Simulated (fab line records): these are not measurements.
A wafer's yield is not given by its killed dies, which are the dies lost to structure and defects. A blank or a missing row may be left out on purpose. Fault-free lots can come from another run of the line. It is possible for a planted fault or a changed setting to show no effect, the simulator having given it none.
A lot that was struck, set against a sound lot :: flow rit_cmos :: 44 steps out of a route of 202
Sound: these wafers, L919.3, L919.4, L919.5. Struck: wafer L933.5 (left out: L933.1, L933.6 of the same lot, which were not struck); the cause appears at the end.
Per side, at each step with rows, come the tool, then ch with its chambers, and then its first start. Under that, the readings that differ: sound wafers :: struck wafers :: difference of the means :: sigmas: that difference in standard deviations of wafers without a fault.
alike: words and numbers the same on both sides, and readings whose means are apart by under 2 such deviations; not compared: readings that were withheld, readings missing a value for some wafer, numbers with overlapping values and no deviation given by the record, and bounds like >300 which may hide the same value.
Wherever a step has rows on one side only, a row that says differs or no value, or a row with sigmas, the two part there. Numbers that have no deviation but don't overlap get no sigmas and don't part them. A reading that every wafer of one side lacks parts them only if that side has two wafers or more.

first, 2 steps without rows for these wafers: RIT_PLDD_PEB_04; RIT_PLDD_DEVELOP_05 (develop time 50 s).
RIT_PLDD_OVL_MEAS_06:
  struck on overlay-01, day 6 13:50; sound on overlay-01, day 3 16:28
  alike: PLDD_OVL
then, 2 steps without rows for these wafers: RIT_PLDD_HARDBAKE_07 (time 60 s); RIT_PLDD_IMPLANT_08.
RIT_PLDD_STRIP_09: strips in O2, time 180 s.
  sound on plasma_asher-04 ch 0,1, day 3 16:50; struck on plasma_asher-03 ch 0, day 6 14:10
  alike: drypump_motor_current_A, rf_refl_power_W
  not compared: rf_hours_counter_h
RIT_PLDD_TW_MEAS_10:
  struck on film_metro-04, day 6 14:20; sound on film_metro-01, day 3 16:59
  alike: PLDD_TW
then, 4 steps without rows for these wafers: RIT_SPACER_CLEAN_00 (cleans in SC1, time 600 s); RIT_SPACER_CLEAN_01 (cleans in dHF, time 30 s); RIT_SPACER_CLEAN_02 (cleans in SC2, time 600 s); RIT_SPACER_CVD_03 (deposits Si3N4 from SiH2Cl2/NH3, target thk 250 nm, time 3300 s).
RIT_SPACER_THK_MEAS_04:
  struck on film_metro-03, day 6 16:52; sound on film_metro-01, day 3 19:19
  alike: SPACER_NITRIDE_THK
RIT_SPACER_ETCHBACK_05: etches Si3N4 in SF6/CHF3, stops on SiO2, target depth 250 nm, time 240 s.
  sound on rie_diel-03 ch 1,3, day 3 19:22; struck on rie_diel-02 ch 0, day 6 16:55
reading: model.poly-Si_of_GATE_CVD_08.thk_nm (nm)
sound: 166.4 166.6 164.7
struck: 163.5
difference: -2.4
sigmas: 

reading: model.Si3N4_of_SPACER_CVD_03.thk_nm (nm)
sound: 196.6 194.5 193.8
struck: 189.9
difference: -5.1
sigmas: 
  alike: drypump_motor_current_A, oes_product_au, throttle_valve_pct
  not compared: rf_hours_counter_h
then, 6 steps without rows for these wafers: RIT_NSD_HMDS_00 (prime time 60 s); RIT_NSD_COAT_01 (resist thk 1000 nm); RIT_NSD_SOFTBAKE_02 (time 60 s); RIT_NSD_EXPOSE_03 (exposes mask M9, target cd 40700 nm); RIT_NSD_PEB_04; RIT_NSD_DEVELOP_05 (develop time 50 s).
RIT_NSD_OVL_MEAS_06:
  struck on overlay-02, day 6 18:04; sound on overlay-02, day 3 20:30
  alike: NSD_OVL
then, 2 steps without rows for these wafers: RIT_NSD_HARDBAKE_07 (time 60 s); RIT_NSD_IMPLANT_08.
RIT_NSD_STRIP_09: strips in O2, time 180 s.
  sound on plasma_asher-04 ch 0,1, day 3 20:53; struck on plasma_asher-03 ch 0, day 6 18:23
  alike: drypump_motor_current_A, rf_refl_power_W
  not compared: rf_hours_counter_h
RIT_NSD_TW_MEAS_10:
  struck on film_metro-04, day 6 18:34; sound on film_metro-01, day 3 21:01
  alike: NSD_TW
then, 6 steps without rows for these wafers: RIT_PSD_HMDS_00 (prime time 60 s); RIT_PSD_COAT_01 (resist thk 1000 nm); RIT_PSD_SOFTBAKE_02 (time 60 s); RIT_PSD_EXPOSE_03 (exposes mask M10, target cd 40900 nm); RIT_PSD_PEB_04; RIT_PSD_DEVELOP_05 (develop time 50 s).
RIT_PSD_OVL_MEAS_06:
  struck on overlay-02, day 6 19:36; sound on overlay-01, day 3 22:05
  alike: PSD_OVL
then, 2 steps without rows for these wafers: RIT_PSD_HARDBAKE_07 (time 60 s); RIT_PSD_IMPLANT_08.
RIT_PSD_STRIP_09: strips in O2, time 180 s.
  sound on plasma_asher-01 ch 0,1, day 3 22:28; struck on plasma_asher-03 ch 0, day 6 19:56
  alike: drypump_motor_current_A, rf_refl_power_W
  not compared: rf_hours_counter_h
RIT_PSD_TW_MEAS_10:
  struck on film_metro-04, day 6 20:07; sound on film_metro-04, day 3 22:36
  alike: PSD_TW
then, 2 steps without rows for these wafers: RIT_SDANNEAL_CLEAN_00 (cleans in SC1, time 600 s); RIT_SDANNEAL_CLEAN_01 (cleans in dHF, time 30 s).
RIT_SDANNEAL_CLEAN_02: cleans in SC2, time 600 s.
  sound on wet_bench-03 ch 1, day 3 22:50; struck on wet_bench-03 ch 3, day 6 20:24
reading: model.poly-Si_of_GATE_CVD_08.thk_nm (nm)
sound: 162 162.2 160.2
struck: 159.1
difference: -2.4
sigmas: 
RIT_SDANNEAL_RTA_03: time 5 s.
  sound on rtp_anneal-02 ch 0, day 3 23:01; struck on rtp_anneal-01 ch 0, day 6 20:37
  alike: wafer_temp_C_max
RIT_SDANNEAL_RS_MEAS_04: a four-point-probe measurement.
  struck on film_metro-04, day 6 20:40; sound on film_metro-02, day 3 23:06
reading: PSD_RS (ohm/sq)
sound: 115.49 115.42 115.56
struck: 116.16
difference: +0.67
sigmas: +2
RIT_SDANNEAL_RS_MEAS_05: a four-point-probe measurement.
  struck on film_metro-04, day 6 20:47; sound on film_metro-02, day 3 23:13
  alike: NSD_RS
RIT_SDANNEAL_RS_MEAS_06: a four-point-probe measurement.
  struck on film_metro-04, day 6 20:55; sound on film_metro-02, day 3 23:20
  alike: PLDD_RS
RIT_SILICIDE_WET_ETCH_00: etches SiO2 in BOE, target depth 14 nm, time 15 s.
  sound on wet_bench-02 ch 0, day 3 23:32; struck on wet_bench-02 ch 2, day 6 21:09
reading: model.Si3N4_of_SPACER_CVD_03.thk_nm (nm)
sound: 195.4 193.3 192.6
struck: 188.8
difference: -5.0
sigmas: 
RIT_M1_PROBE_99:
  struck on prober-01, day 7 04:38; sound on prober-01, day 4 07:11
reading: model.etest.pmos_0p15.r_on_ohm_um
sound: 2593 2588 2627
struck: 3037
difference: +434
sigmas: 

reading: model.etest.nmos_0p15.r_on_ohm_um
sound: 1115 1134 1141
struck: 1357
difference: +227
sigmas: 

reading: model.etest.nmos_0p3.r_on_ohm_um
sound: 2142 2184 2200
struck: 2372
difference: +197
sigmas: 

reading: model.etest.nplus_sal.width_nm (nm)
sound: 3444 3438 3439
struck: 3513
difference: +73
sigmas: 

reading: model.etest.pplus_sal.width_nm (nm)
sound: 3424 3452 3447
struck: 3495
difference: +54
sigmas: 

reading: model.etest.pwell_pinched.rs_ohm_sq
sound: 453.8 459.8 459
struck: 483
difference: +25
sigmas: 

reading: model.etest.nwell_pinched.rs_ohm_sq
sound: 336.1 339.9 338.1
struck: 356.6
difference: +18.6
sigmas: 

reading: model.etest.diode_pplus_nwell.bv_v (V)
sound: 6.669 6.675 6.644
struck: 6.885
difference: +0.222
sigmas: 
  alike: killed_at_front_end, killed_dies, killed_open, killed_short

== WHERE THEY PART ==
Within this record, at RIT_SDANNEAL_RS_MEAS_04 only. Later steps at which nothing parts them and some readings are alike: RIT_SDANNEAL_RS_MEAS_05, RIT_SDANNEAL_RS_MEAS_06, RIT_M1_PROBE_99.

WHY: what had been put in by the simulator
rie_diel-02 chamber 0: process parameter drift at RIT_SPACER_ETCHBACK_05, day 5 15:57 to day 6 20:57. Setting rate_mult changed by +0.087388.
